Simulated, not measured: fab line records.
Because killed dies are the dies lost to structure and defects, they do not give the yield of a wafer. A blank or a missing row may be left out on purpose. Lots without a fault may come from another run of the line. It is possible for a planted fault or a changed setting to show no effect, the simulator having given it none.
Which tool is to blame? / flow rit_cmos / 7 lots, 21 wafers sampled, at 3 steps of a route of 202

WHAT EACH GAUGE READ, for each wafer
RIT_SILICIDE_THK_MEAS_03: measures by xrf.
lot=L665; measured=day 3 11:20; on=film_metro-01; SILICIDE_TI_THK (nm)=30.8 30.9 30.7
lot=L668; measured=day 4 06:16; on=film_metro-04; SILICIDE_TI_THK (nm)=30.4 29.8 30.3
lot=L670; measured=day 4 14:38; on=film_metro-01; SILICIDE_TI_THK (nm)=30.4 30.2 30.5
lot=L674; measured=day 5 11:23; on=film_metro-02; SILICIDE_TI_THK (nm)=30.5 30.4 30.3
lot=L678; measured=day 6 14:38; on=film_metro-01; SILICIDE_TI_THK (nm)=30.1 30.1 30.3
lot=L680; measured=day 7 06:34; on=film_metro-02; SILICIDE_TI_THK (nm)=30.1 30.0 30.1
lot=L687; measured=day 8 16:11; on=film_metro-02; SILICIDE_TI_THK (nm)=29.9 30.1 30.1

TOOL THAT RAN EACH LOT (tool first, then ch and the chambers of the sampled wafers, then the start)
lot=L665; RIT_GATE_STRIP_20=plasma_asher-03 ch 0,1, day 2 20:38; RIT_SPACER_ETCHBACK_05=rie_diel-02 ch 2,3, day 3 06:52
lot=L668; RIT_GATE_STRIP_20=plasma_asher-04 ch 0,1, day 3 15:34; RIT_SPACER_ETCHBACK_05=rie_diel-03 ch 0,1,2, day 4 01:44
lot=L670; RIT_GATE_STRIP_20=plasma_asher-03 ch 0,1, day 3 23:37; RIT_SPACER_ETCHBACK_05=rie_diel-02 ch 0,2,3, day 4 10:10
lot=L674; RIT_GATE_STRIP_20=plasma_asher-04 ch 0,1, day 4 20:56; RIT_SPACER_ETCHBACK_05=rie_diel-02 ch 0,2,3, day 5 07:11
lot=L678; RIT_GATE_STRIP_20=plasma_asher-04 ch 0,1, day 5 19:59; RIT_SPACER_ETCHBACK_05=rie_diel-04 ch 0,1,2, day 6 10:14
lot=L680; RIT_GATE_STRIP_20=plasma_asher-04 ch 0,1, day 6 13:21; RIT_SPACER_ETCHBACK_05=rie_diel-04 ch 1,2, day 7 02:23
lot=L687; RIT_GATE_STRIP_20=plasma_asher-04 ch 1, day 7 22:52; RIT_SPACER_ETCHBACK_05=rie_diel-02 ch 1,3, day 8 11:40
- RIT_GATE_STRIP_20: strips in O2, time 180 s.
- RIT_SPACER_ETCHBACK_05: etches Si3N4 in SF6/CHF3, stops on SiO2, target depth 250 nm, time 240 s.

THE ANSWER, worked out from the rows above alone
Rule: the usual values come from the lots themselves. Put in order of their means at a reading, lots are off if they are a third of the lots or fewer, leave a main group of 4 or more, and stand apart from it by a gap of 3 or more times the standard deviation of the main group's means; of several such gaps the widest counts. A main group is skipped when, at the precision printed for the reading in the tables above, its means are all equal. Also off: a lot with no number at a reading for which 4 or more lots have one. Where the step has rows for the other lots, those lots are counted as sound.
None of the lots is off at any reading shown; this tells nothing.

WHAT THE SIMULATOR PUT IN
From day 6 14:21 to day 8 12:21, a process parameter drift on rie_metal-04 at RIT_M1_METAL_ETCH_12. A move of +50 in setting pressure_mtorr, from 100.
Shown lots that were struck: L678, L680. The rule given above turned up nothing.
